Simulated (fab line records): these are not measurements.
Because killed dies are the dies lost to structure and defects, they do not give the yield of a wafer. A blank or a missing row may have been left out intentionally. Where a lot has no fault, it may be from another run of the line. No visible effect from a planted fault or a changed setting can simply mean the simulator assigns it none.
Which of the tools did it? + flow rit cmos + 14 lots with 42 wafers sampled at 3 steps, on a route of 202 steps

== WHAT THE GAUGES READ, wafer by wafer ==
RIT_PWELL_TW_MEAS_10. Usual: PWELL_TW typically reads 960, with standard deviation 4.9.
| lot  | measured    | on            | PWELL_TW    | flag |
|------|-------------|---------------|-------------|------|
| L113 | day 1 23:56 | film metro-04 | 955 951 954 |      |
| L114 | day 2 09:01 | film metro-04 | 959 962 963 |      |
| L115 | day 2 09:36 | film metro-01 | 969 967 963 |      |
| L116 | day 2 19:56 | film metro-02 | 959 958 959 |      |
| L117 | day 2 22:57 | film metro-01 | 963 961 962 |      |
| L118 | day 3 06:30 | film metro-04 | 965 967 963 |      |
| L119 | day 3 06:43 | film metro-02 | 962 955 964 |      |
| L123 | day 4 02:38 | film metro-04 | 957 962 961 |      |
| L128 | day 5 04:58 | film metro-02 | 890 883 884 | OFF  |
| L129 | day 5 08:15 | film metro-04 | 891 892 891 | OFF  |
| L130 | day 5 12:12 | film metro-04 | 963 966 959 |      |
| L133 | day 6 03:34 | film metro-01 | 962 957 971 |      |
| L134 | day 6 10:05 | film metro-04 | 960 964 960 |      |
| L136 | day 6 20:02 | film metro-02 | 952 953 948 |      |

RIT_WELLDRIVE_RS_MEAS_02: uses a four-point probe to measure. Usual: PWELL_RS typically reads 429.3 ohm/sq, with standard deviation 1.1.
| lot  | measured    | on            | PWELL_RS (ohm/sq) | flag |
|------|-------------|---------------|-------------------|------|
| L113 | day 2 06:59 | film metro-02 | 428.7 428.3 428.3 |      |
| L114 | day 2 14:37 | film metro-04 | 430.2 428.4 428.3 |      |
| L115 | day 2 15:53 | film metro-02 | 426.6 429.1 429.2 |      |
| L116 | day 3 01:12 | film metro-02 | 431.4 429.3 428.7 |      |
| L117 | day 3 06:02 | film metro-04 | 430.5 428.8 428.6 |      |
| L118 | day 3 11:46 | film metro-01 | 429.7 429.8 430.7 |      |
| L119 | day 3 11:59 | film metro-02 | 430.8 429.4 430.4 |      |
| L123 | day 4 08:25 | film metro-04 | 430.1 430.4 428.9 |      |
| L128 | day 5 10:14 | film metro-04 | 499.1 499.8 500.0 | OFF  |
| L129 | day 5 14:29 | film metro-04 | 496.3 496.4 495.2 | OFF  |
| L130 | day 5 18:22 | film metro-01 | 428.9 429.0 428.7 |      |
| L133 | day 6 09:45 | film metro-04 | 430.2 430.1 430.3 |      |
| L134 | day 6 15:22 | film metro-04 | 431.2 429.2 430.5 |      |
| L136 | day 7 01:47 | film metro-04 | 430.0 429.8 431.2 |      |

== WHICH TOOL RAN EACH LOT (tool, then ch and the chambers of the sampled wafers, then the start) ==
| lot  | RIT_PWELL_IMPLANT_08           |
|------|--------------------------------|
| L113 | implanter-02 ch 0, day 1 23:38 |
| L114 | implanter-02 ch 0, day 2 08:41 |
| L115 | implanter-02 ch 0, day 2 09:17 |
| L116 | implanter-01 ch 0, day 2 19:37 |
| L117 | implanter-02 ch 0, day 2 22:37 |
| L118 | implanter-01 ch 0, day 3 06:11 |
| L119 | implanter-02 ch 0, day 3 06:23 |
| L123 | implanter-04 ch 0, day 4 02:19 |
| L128 | implanter-04 ch 0, day 5 04:38 |
| L129 | implanter-04 ch 0, day 5 07:56 |
| L130 | implanter-02 ch 0, day 5 11:52 |
| L133 | implanter-01 ch 0, day 6 03:15 |
| L134 | implanter-01 ch 0, day 6 09:47 |
| L136 | implanter-02 ch 0, day 6 19:42 |
- RIT_PWELL_IMPLANT_08

== WHAT THE TOOLS THEMSELVES READ (means of the sampled wafers that have a number; where no wafer has one, the mark that the record gives instead) ==
RIT_PWELL_IMPLANT_08. Usual: dose ions cm2 6.999e+13, standard deviation 8.1e+10; faraday current uA 221, standard deviation 4.4.
| lot  | tool         | dose ions cm2 | faraday current uA | flag |
|------|--------------|---------------|--------------------|------|
| L113 | implanter-02 | 6.994e+13     | 222                |      |
| L114 | implanter-02 | 7.006e+13     | 220                |      |
| L115 | implanter-02 | 6.990e+13     | 219                |      |
| L116 | implanter-01 | 6.993e+13     | 219                |      |
| L117 | implanter-02 | 6.992e+13     | 223                |      |
| L118 | implanter-01 | 6.995e+13     | 221                |      |
| L119 | implanter-02 | 6.996e+13     | 222                |      |
| L123 | implanter-04 | 6.987e+13     | 218                |      |
| L128 | implanter-04 | 5.531e+13     | 177                | OFF  |
| L129 | implanter-04 | 5.536e+13     | 179                | OFF  |
| L130 | implanter-02 | 7.000e+13     | 216                |      |
| L133 | implanter-01 | 7.000e+13     | 219                |      |
| L134 | implanter-01 | 7.006e+13     | 224                |      |
| L136 | implanter-02 | 6.997e+13     | 223                |      |

== THE ANSWER, worked out from the rows above alone ==
Rule: take the mean of a lot's wafers that have a number; if it is more than 3 standard deviations from the usual mean, the lot is off. Also off: a lot with no number at a reading for which 4 or more lots have one. Any other lot the step has rows for is counted as sound. The gauges are gone through in route order, then the tools' own readings, and for those a lot's mean is taken as printed above. At the first step where some lot is off, the reading lying furthest off is the one used; lots without a number count as furthest.
Off: L128, L129, at RIT_PWELL_TW_MEAS_10 (PWELL_TW).
If a tool, at a process step before that reading, ran all the lots that are off and no sound lot after the first of them, it fits. Not tried: the gauges at RIT_PWELL_TW_MEAS_10; whatever is off there is also off at RIT_PWELL_IMPLANT_08, on other tools, and gauge error can't account for it. One fits: implanter-04 at RIT_PWELL_IMPLANT_08. Its last sound lot is L123 (day 4 02:19), its first lot that is off L128 (day 5 04:38): a fault that began between those two fits.
The tool's own readings at RIT_PWELL_IMPLANT_08 bear it out: on the lots that are off they differ by more than 5 times the standard deviation of the sound lots' means. dose ions cm2 reads 5.534e+13 there against 6.996e+13 on the sound lots; faraday current uA reads 178 there against 220 on the sound lots.

== WHAT HAD BEEN PUT IN BY THE SIMULATOR ==
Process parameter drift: implanter-04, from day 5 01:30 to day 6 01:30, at RIT_PWELL_IMPLANT_08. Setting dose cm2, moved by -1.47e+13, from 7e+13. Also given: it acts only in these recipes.
Struck lots among those shown: L128, L129. Same finding as the rule above.
